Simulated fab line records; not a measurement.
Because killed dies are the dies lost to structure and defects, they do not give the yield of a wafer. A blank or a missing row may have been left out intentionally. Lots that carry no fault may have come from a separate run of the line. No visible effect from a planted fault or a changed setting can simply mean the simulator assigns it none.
What tool caused it? | flow berkeley cmos170 | Sampling: 7 lots, 21 wafers, 3 of 331 route steps

== WHAT THE GAUGES SHOWED, per wafer ==
UCB170_V1_THK_MEAS_01.
lot  | measured     | on            | V1_TEOS_THK (nm)
L675 | day 7 23:10  | film metro-02 | 1954 1984 2013
L681 | day 8 08:54  | film metro-01 | 1973 1988 2016
L680 | day 8 12:31  | film metro-02 | 3970 4067 4020
L685 | day 9 12:11  | film metro-01 | 2019 2050 2043
L692 | day 10 10:25 | film metro-02 | 1976 1982 2004
L694 | day 11 14:55 | film metro-02 | 2005 2006 2022
L698 | day 11 20:46 | film metro-01 | 1993 2029 2040

== WHAT TOOL EACH LOT RAN ON (gives the tool, then ch and the chambers of the sampled wafers, and finally the start) ==
lot  | UCB170_M1_SPUTTER_00         | UCB170_V1_CVD_00
L675 | pvd sputter-01, day 7 18:26  | pecvd-03 ch 0,1, day 7 22:59
L681 | pvd sputter-04, day 8 04:46  | pecvd-02 ch 0,2, day 8 08:40
L680 | pvd sputter-04, day 8 07:33  | pecvd-02 ch 0,1, day 8 12:02
L685 | pvd sputter-03, day 9 05:01  | pecvd-01 ch 0,2, day 9 12:01
L692 | pvd sputter-03, day 10 04:36 | pecvd-01 ch 0,1, day 10 10:12
L694 | pvd sputter-04, day 11 06:56 | pecvd-01 ch 1,2, day 11 14:46
L698 | pvd sputter-03, day 11 14:37 | pecvd-02 ch 1,2, day 11 20:36
- UCB170_M1_SPUTTER_00: material Al, target thk 600 nm, time 80 s.
- UCB170_V1_CVD_00: deposits SiO2 from TEOS/O2, target thk 2000 nm, time 250 s.

== THE ANSWER, worked out from the rows above alone ==
Rule: the lots themselves supply what counts as usual. Put in order of their means at a reading, lots are off if they are a third of the lots or fewer, leave a main group of 4 or more, and stand apart from it by a gap of 3 or more times the standard deviation of the main group's means; of several such gaps the widest counts. A main group is skipped when, at the precision printed for the reading in the tables above, its means are all equal. A lot without any number at a reading at which 4 lots or more have one is off too. Where the step has rows for the other lots, those lots are counted as sound.
Off: L680, at UCB170_V1_THK_MEAS_01 (V1_TEOS_THK). The main group: mean 2005 nm, standard deviation 19.
If a tool, at a process step before that reading, ran all the lots that are off and no sound lot after the first of them, it fits. Gauges at UCB170_V1_THK_MEAS_01: tried the same way as those tools. None of those tried fits.

== WHAT WAS PUT IN BY THE SIMULATOR ==
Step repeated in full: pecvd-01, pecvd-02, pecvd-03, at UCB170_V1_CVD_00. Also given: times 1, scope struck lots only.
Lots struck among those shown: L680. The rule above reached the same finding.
